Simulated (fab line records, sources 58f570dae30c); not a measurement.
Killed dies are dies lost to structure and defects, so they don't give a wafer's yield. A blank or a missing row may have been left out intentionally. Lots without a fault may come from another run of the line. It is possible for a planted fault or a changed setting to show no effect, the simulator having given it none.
Lot-split experiment :: flow berkeley_cmos170 :: 5 lots, 23 wafers read, on a route of 331 steps

ON THE SPLIT
At UCB170_NLDD_IMPLANT_08, the setting dose_cm2 was moved away from the recipe's 5e+13 on 5 of the 23 wafers read, by -6.1% to -5.6%. For the rest of the wafers, this setting stayed at what the recipe calls for.

FROM THE SPLIT TO THE READING: what the file shows between them, 6 steps
- UCB170_NLDD_STRIP_10: strips in O2 (also split here: o2_flow_sccm)
- UCB170_NSD_IMPLANT_08 (also split here: energy_kev)
- UCB170_NSD_STRIP_09: strips in O2
- UCB170_BACKSIDE_SOFTBAKE_02: time 60 s (also split here: temp_c)
- UCB170_BACKSIDE_STRIP_03: strips in O2
- UCB170_BACKSIDE_CLEAN_04: cleans in SPM, time 600 s

THE READING
NLDD_RS (ohm/sq), read at UCB170_SDANNEAL_RS_MEAS_05 with a four-point probe. On this fab line, fault-free wafers typically give 617.1 ohm/sq with a standard deviation of 1.6 ohm/sq.

wafer: L074.1
tool, chamber at the split: implanter-03, 0
dose_cm2 as run: 5e+13
against the recipe: recipe
NLDD_RS, ohm/sq: 617.6
against lot-mates on the recipe: -

wafer: L074.2
tool, chamber at the split: implanter-03, 0
dose_cm2 as run: 5e+13
against the recipe: recipe
NLDD_RS, ohm/sq: 617.0
against lot-mates on the recipe: -

wafer: L074.3
tool, chamber at the split: implanter-03, 0
dose_cm2 as run: 4.697e+13
against the recipe: -6.1%
NLDD_RS, ohm/sq: 630.7
against lot-mates on the recipe: +13.5

wafer: L074.4
tool, chamber at the split: implanter-03, 0
dose_cm2 as run: 5e+13
against the recipe: recipe
NLDD_RS, ohm/sq: 617.1
against lot-mates on the recipe: -

wafer: L074.6
tool, chamber at the split: implanter-03, 0
dose_cm2 as run: 4.697e+13
against the recipe: -6.1%
NLDD_RS, ohm/sq: 631.1
against lot-mates on the recipe: +13.9

wafer: L077.1
tool, chamber at the split: implanter-03, 0
dose_cm2 as run: 5e+13
against the recipe: recipe
NLDD_RS, ohm/sq: 615.5
against lot-mates on the recipe: -

wafer: L077.2
tool, chamber at the split: implanter-03, 0
dose_cm2 as run: 5e+13
against the recipe: recipe
NLDD_RS, ohm/sq: 617.7
against lot-mates on the recipe: -

wafer: L077.3
tool, chamber at the split: implanter-03, 0
dose_cm2 as run: 5e+13
against the recipe: recipe
NLDD_RS, ohm/sq: 614.8
against lot-mates on the recipe: -

wafer: L077.5
tool, chamber at the split: implanter-03, 0
dose_cm2 as run: 5e+13
against the recipe: recipe
NLDD_RS, ohm/sq: 616.5
against lot-mates on the recipe: -

wafer: L077.6
tool, chamber at the split: implanter-03, 0
dose_cm2 as run: 5e+13
against the recipe: recipe
NLDD_RS, ohm/sq: 615.8
against lot-mates on the recipe: -

wafer: L076.2
tool, chamber at the split: implanter-04, 0
dose_cm2 as run: 4.72e+13
against the recipe: -5.6%
NLDD_RS, ohm/sq: 633.7
against lot-mates on the recipe: +12.7

wafer: L076.3
tool, chamber at the split: implanter-04, 0
dose_cm2 as run: 4.72e+13
against the recipe: -5.6%
NLDD_RS, ohm/sq: 632.6
against lot-mates on the recipe: +11.6

wafer: L076.4
tool, chamber at the split: implanter-04, 0
dose_cm2 as run: 5e+13
against the recipe: recipe
NLDD_RS, ohm/sq: 621.4
against lot-mates on the recipe: -

wafer: L076.5
tool, chamber at the split: implanter-04, 0
dose_cm2 as run: 5e+13
against the recipe: recipe
NLDD_RS, ohm/sq: 620.7
against lot-mates on the recipe: -

wafer: L076.6
tool, chamber at the split: implanter-04, 0
dose_cm2 as run: 4.72e+13
against the recipe: -5.6%
NLDD_RS, ohm/sq: 632.4
against lot-mates on the recipe: +11.4

wafer: L079.1
tool, chamber at the split: implanter-03, 0
dose_cm2 as run: 5e+13
against the recipe: recipe
NLDD_RS, ohm/sq: 617.6
against lot-mates on the recipe: -

wafer: L079.3
tool, chamber at the split: implanter-03, 0
dose_cm2 as run: 5e+13
against the recipe: recipe
NLDD_RS, ohm/sq: 617.0
against lot-mates on the recipe: -

wafer: L079.6
tool, chamber at the split: implanter-03, 0
dose_cm2 as run: 5e+13
against the recipe: recipe
NLDD_RS, ohm/sq: 615.3
against lot-mates on the recipe: -

wafer: L080.1
tool, chamber at the split: implanter-04, 0
dose_cm2 as run: 5e+13
against the recipe: recipe
NLDD_RS, ohm/sq: 616.9
against lot-mates on the recipe: -

wafer: L080.2
tool, chamber at the split: implanter-04, 0
dose_cm2 as run: 5e+13
against the recipe: recipe
NLDD_RS, ohm/sq: 615.9
against lot-mates on the recipe: -

wafer: L080.3
tool, chamber at the split: implanter-04, 0
dose_cm2 as run: 5e+13
against the recipe: recipe
NLDD_RS, ohm/sq: 616.6
against lot-mates on the recipe: -

wafer: L080.4
tool, chamber at the split: implanter-04, 0
dose_cm2 as run: 5e+13
against the recipe: recipe
NLDD_RS, ohm/sq: 617.3
against lot-mates on the recipe: -

wafer: L080.5
tool, chamber at the split: implanter-04, 0
dose_cm2 as run: 5e+13
against the recipe: recipe
NLDD_RS, ohm/sq: 615.8
against lot-mates on the recipe: -

FIT RESULTS
A straight line over all 23 wafers: NLDD_RS changes by -2.59 ohm/sq for each +1% of dose_cm2; r = -0.97; the points scatter about the line by 1.7 ohm/sq.
The same after taking each lot's own level away (the mean of its wafers on the recipe; 23 wafers): -2.18 ohm/sq for each +1%; r = -0.99; scatter 0.75 ohm/sq.
Per that fit: largest dose_cm2 move, reading shift of 13 ohm/sq.
Across the lots, their own levels run from 616.06 to 621.05 ohm/sq, a range of 3.1 times the standard deviation given above.
In other words, the slope is changed by the lot-to-lot level; the two fits disagree.
Check: for one of the wafers moved furthest among these (-6.1%), held out of the fit, the line's prediction against its lot-mates is +13.1 ohm/sq. It came out at +13.5 ohm/sq against them.

THESE WAFERS: OTHER SPLITS
Before the reading, these wafers also passed through other splits. Each is held against what the fit with the lots' levels taken away leaves over:
other split on the same wafers: UCB170_PLDD_PEB_04 peb_temp_c
wafers away from the commonest value: 8
r with NLDD_RS (lot level and that fit taken away): -0.13

other split on the same wafers: UCB170_NLDD_STRIP_10 o2_flow_sccm
wafers away from the commonest value: 9
r with NLDD_RS (lot level and that fit taken away): +0.01

other split on the same wafers: UCB170_NSD_IMPLANT_08 energy_kev
wafers away from the commonest value: 6
r with NLDD_RS (lot level and that fit taken away): -0.18

other split on the same wafers: UCB170_BACKSIDE_SOFTBAKE_02 temp_c
wafers away from the commonest value: 8
r with NLDD_RS (lot level and that fit taken away): +0.03

FILE'S OWN FIT
NLDD_RS changes by -2.19 ohm/sq for each +1% of dose_cm2, r = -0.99.
